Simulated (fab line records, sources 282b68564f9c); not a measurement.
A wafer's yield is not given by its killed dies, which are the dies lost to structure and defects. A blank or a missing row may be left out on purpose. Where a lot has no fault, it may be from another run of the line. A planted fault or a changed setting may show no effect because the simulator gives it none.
Check for tools in common | flow ritCmos | Sampled: 14 lots, 42 wafers

== WHAT PROMPTED THE OPENING ==
2 of 14 lots carry a flag on the reading PSD_RS at RIT_SDANNEAL_RS_MEAS_04. Fault-free wafers read 115.98 ohm/sq, with a standard deviation of 0.29.
Rule: a lot is flagged when every wafer of it that has a number lies more than 4 standard deviations from that mean, or none has a number. As for the other lots, they are considered sound.

lot  | measured    | on           | PSD_RS (ohm/sq), wafer by wafer | flag
L315 | day 3 02:44 | filmMetro-02 | 116.29 116.45 116.25            | 
L317 | day 3 13:32 | filmMetro-01 | 115.78 115.95 115.94            | 
L319 | day 3 22:11 | filmMetro-01 | 115.79 115.84 115.68            | 
L320 | day 4 03:23 | filmMetro-03 | 115.29 115.74 115.84            | 
L321 | day 4 10:14 | filmMetro-03 | 116.12 115.72 115.50            | 
L322 | day 4 19:19 | filmMetro-01 | 115.98 115.59 115.58            | 
L323 | day 4 22:13 | filmMetro-02 | 116.18 116.27 116.61            | 
L324 | day 5 03:11 | filmMetro-01 | 115.60 115.30 116.16            | 
L326 | day 5 11:34 | filmMetro-03 | 115.91 115.97 115.62            | 
L328 | day 5 19:13 | filmMetro-02 | 115.98 115.63 115.43            | 
L330 | day 6 05:09 | filmMetro-02 | 128.17 128.07 128.10            | FLAGGED
L331 | day 6 08:39 | filmMetro-01 | 116.15 116.04 115.95            | 
L332 | day 6 15:06 | filmMetro-02 | 127.55 127.68 127.90            | FLAGGED
L337 | day 7 15:11 | filmMetro-02 | 116.02 116.30 116.03            | 
Average over the flagged lots: 127.91 ohm/sq; offset from the usual +11.93 ohm/sq, equal to +41 standard deviations.

== WHICH TOOL EACH LOT WENT THROUGH ==
The record holds 1 process step before the reading, out of a route of 202 steps. Every cell lists first the tool, next ch and the chambers used by the sampled wafers, and last the start.
lot  | flag    | RIT_SDANNEAL_RTA_03
L315 |         | rtpAnneal-02 ch 0, day 3 02:41
L317 |         | rtpAnneal-02 ch 0, day 3 13:28
L319 |         | rtpAnneal-02 ch 0, day 3 22:07
L320 |         | rtpAnneal-01 ch 0, day 4 03:19
L321 |         | rtpAnneal-02 ch 0, day 4 10:10
L322 |         | rtpAnneal-01 ch 0, day 4 19:15
L323 |         | rtpAnneal-02 ch 0, day 4 22:10
L324 |         | rtpAnneal-01 ch 0, day 5 03:07
L326 |         | rtpAnneal-01 ch 0, day 5 11:29
L328 |         | rtpAnneal-01 ch 0, day 5 19:08
L330 | FLAGGED | rtpAnneal-02 ch 0, day 6 05:05
L331 |         | rtpAnneal-01 ch 0, day 6 08:35
L332 | FLAGGED | rtpAnneal-02 ch 0, day 6 15:01
L337 |         | rtpAnneal-01 ch 0, day 7 15:08
What is done by these steps:
- RIT_SDANNEAL_RTA_03: time 5 s.
- RIT_SDANNEAL_RS_MEAS_04: measures by four-point-probe.

== FLAGGED AGAINST TOTAL, ONE TOOL AT A TIME (gauges that did the reading follow at the end) ==
step                    | tool         | lots run | flagged | share of the flagged lots | sound lots run after its first flagged lot
RIT_SDANNEAL_RTA_03     | rtpAnneal-01 | 7        | 0       | none                      | -
RIT_SDANNEAL_RTA_03     | rtpAnneal-02 | 7        | 2       | all                       | 0
RIT_SDANNEAL_RS_MEAS_04 | filmMetro-01 | 5        | 0       | none                      | -
RIT_SDANNEAL_RS_MEAS_04 | filmMetro-02 | 6        | 2       | all                       | 1 (L337)
RIT_SDANNEAL_RS_MEAS_04 | filmMetro-03 | 3        | 0       | none                      | -

== WHAT IS ALLOWED BY THE TABLE ==
In 2 table rows, all flagged lots were run: rtpAnneal-02 (RIT_SDANNEAL_RTA_03), filmMetro-02 (RIT_SDANNEAL_RS_MEAS_04).
- rtpAnneal-02 at RIT_SDANNEAL_RTA_03: 2 of its 7 lots flagged. Its last sound lot is L323 (day 4 22:10), its first flagged lot L330 (day 6 05:05): a fault that began between those two fits.
- filmMetro-02 at RIT_SDANNEAL_RS_MEAS_04: 2 of its 6 lots flagged. After the first flagged lot (L337), sound lots still ran on it; a lasting fault on the whole tool would not permit that.
What remains is a single tool, rtpAnneal-02 at RIT_SDANNEAL_RTA_03.

== WHAT THE SIMULATOR PUT IN ==
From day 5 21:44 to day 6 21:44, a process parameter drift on rtpAnneal-02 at RIT_SDANNEAL_RTA_03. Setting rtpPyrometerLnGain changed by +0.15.
Struck lots among those shown: L330, L332. The rule above found the same.
